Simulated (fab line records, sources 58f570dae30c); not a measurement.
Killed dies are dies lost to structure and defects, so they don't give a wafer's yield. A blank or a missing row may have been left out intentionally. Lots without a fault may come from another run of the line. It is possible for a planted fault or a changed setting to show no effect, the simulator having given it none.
Shared-tool check -- flow berkeleyCmos170 -- 14 lots and 42 wafers in the sample

## WHY IT WAS OPENED
UCB170_NSD_TW_MEAS_10, reading NSD_TW: flagged on 2 of 14 lots. Fault-free wafers read 4174, with a standard deviation of 16.
Rule: a lot gets a flag if all its wafers with a number sit over 4 standard deviations from that mean, or if no wafer of it has a number. All remaining lots are regarded as sound.

lot,measured,on,"NSD_TW, wafer by wafer",flag
L934,day 8 19:52,filmMetro-04,4206 4169 4174,
L937,day 8 20:01,filmMetro-04,4173 4185 4194,
L938,day 8 20:22,filmMetro-03,4150 4189 4206,
L939,day 8 20:41,filmMetro-03,4153 4164 4161,
L941,day 9 06:19,filmMetro-03,4192 4167 4177,
L942,day 9 14:07,filmMetro-03,4189 4181 4188,
L943,day 10 04:37,filmMetro-04,4175 4174 4153,
L951,day 11 12:34,filmMetro-04,4416 4419 4426,FLAGGED
L954,day 11 12:44,filmMetro-01,4179 4203 4204,
L950,day 11 12:51,filmMetro-03,4408 4401 4402,FLAGGED
L952,day 11 13:04,filmMetro-03,4172 4168 4162,
L956,day 12 14:02,filmMetro-03,4182 4174 4185,
L957,day 12 14:25,filmMetro-04,4182 4195 4186,
L955,day 12 14:41,filmMetro-01,4168 4158 4148,
Average over the flagged lots: 4412; offset from the usual +238, equal to +15 standard deviations.

## WHICH TOOL EACH LOT WENT THROUGH
The record holds 2 process steps before the reading, out of a route of 331 steps. Every cell lists first the tool, next ch and the chambers used by the sampled wafers, and last the start.
lot,flag,UCB170_NSD_IMPLANT_08,UCB170_NSD_STRIP_09
L934,,"implanter-01 ch 0, day 8 19:37","plasmaAsher-01 ch 0,1, day 8 19:44"
L937,,"implanter-03 ch 0, day 8 19:46","plasmaAsher-03 ch 0,1, day 8 19:55"
L938,,"implanter-04 ch 0, day 8 20:07","plasmaAsher-01 ch 0,1, day 8 20:16"
L939,,"implanter-01 ch 0, day 8 20:27","plasmaAsher-03 ch 0,1, day 8 20:35"
L941,,"implanter-01 ch 0, day 9 06:04","plasmaAsher-04 ch 0,1, day 9 06:13"
L942,,"implanter-03 ch 0, day 9 13:52","plasmaAsher-01 ch 0,1, day 9 14:01"
L943,,"implanter-04 ch 0, day 10 04:22","plasmaAsher-03 ch 0,1, day 10 04:31"
L951,FLAGGED,"implanter-03 ch 0, day 11 12:19","plasmaAsher-04 ch 0,1, day 11 12:28"
L954,,"implanter-04 ch 0, day 11 12:31","plasmaAsher-03 ch 0,1, day 11 12:39"
L950,FLAGGED,"implanter-03 ch 0, day 11 12:37","plasmaAsher-01 ch 0,1, day 11 12:44"
L952,,"implanter-04 ch 0, day 11 12:49","plasmaAsher-04 ch 0,1, day 11 12:58"
L956,,"implanter-04 ch 0, day 12 13:49","plasmaAsher-03 ch 0,1, day 12 13:57"
L957,,"implanter-01 ch 0, day 12 14:11","plasmaAsher-01 ch 0,1, day 12 14:19"
L955,,"implanter-04 ch 0, day 12 14:26","plasmaAsher-03 ch 0,1, day 12 14:35"
What these steps do:
- UCB170_NSD_IMPLANT_08
- UCB170_NSD_STRIP_09: strips in O2.
- UCB170_NSD_TW_MEAS_10

## FLAGGED AGAINST TOTAL, ONE TOOL AT A TIME (gauges that did the reading follow at the end)
step,tool,lots run,flagged,share of the flagged lots,sound lots run after its first flagged lot
UCB170_NSD_IMPLANT_08,implanter-01,4,0,none,-
UCB170_NSD_IMPLANT_08,implanter-03,4,2,all,0
UCB170_NSD_IMPLANT_08,implanter-04,6,0,none,-
UCB170_NSD_STRIP_09,plasmaAsher-01,5,1,some,1 (L957)
UCB170_NSD_STRIP_09,plasmaAsher-03,6,0,none,-
UCB170_NSD_STRIP_09,plasmaAsher-04,3,1,some,1 (L952)
UCB170_NSD_TW_MEAS_10,filmMetro-01,2,0,none,-
UCB170_NSD_TW_MEAS_10,filmMetro-03,7,1,some,"2 (L952,L956)"
UCB170_NSD_TW_MEAS_10,filmMetro-04,5,1,some,1 (L957)

## THE TABLE: WHAT IT ALLOWS
In the table, 1 row covers all flagged lots: implanter-03 at UCB170_NSD_IMPLANT_08.
- implanter-03 at UCB170_NSD_IMPLANT_08: 2 of its 4 lots flagged. Its last sound lot is L942 (day 9 13:52), its first flagged lot L951 (day 11 12:19): a fault that began between those two fits. Its own readings lie more than 4 standard deviations out on every wafer of the flagged lots: beamEnergyKeV.
Just one tool remains: implanter-03 at UCB170_NSD_IMPLANT_08.

## WHAT THE SIMULATOR HAD INSERTED
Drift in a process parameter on implanter-03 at UCB170_NSD_IMPLANT_08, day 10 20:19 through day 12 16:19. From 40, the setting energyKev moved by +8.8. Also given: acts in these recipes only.
Struck lots among those shown: L951, L950. This agrees with what the rule above found.
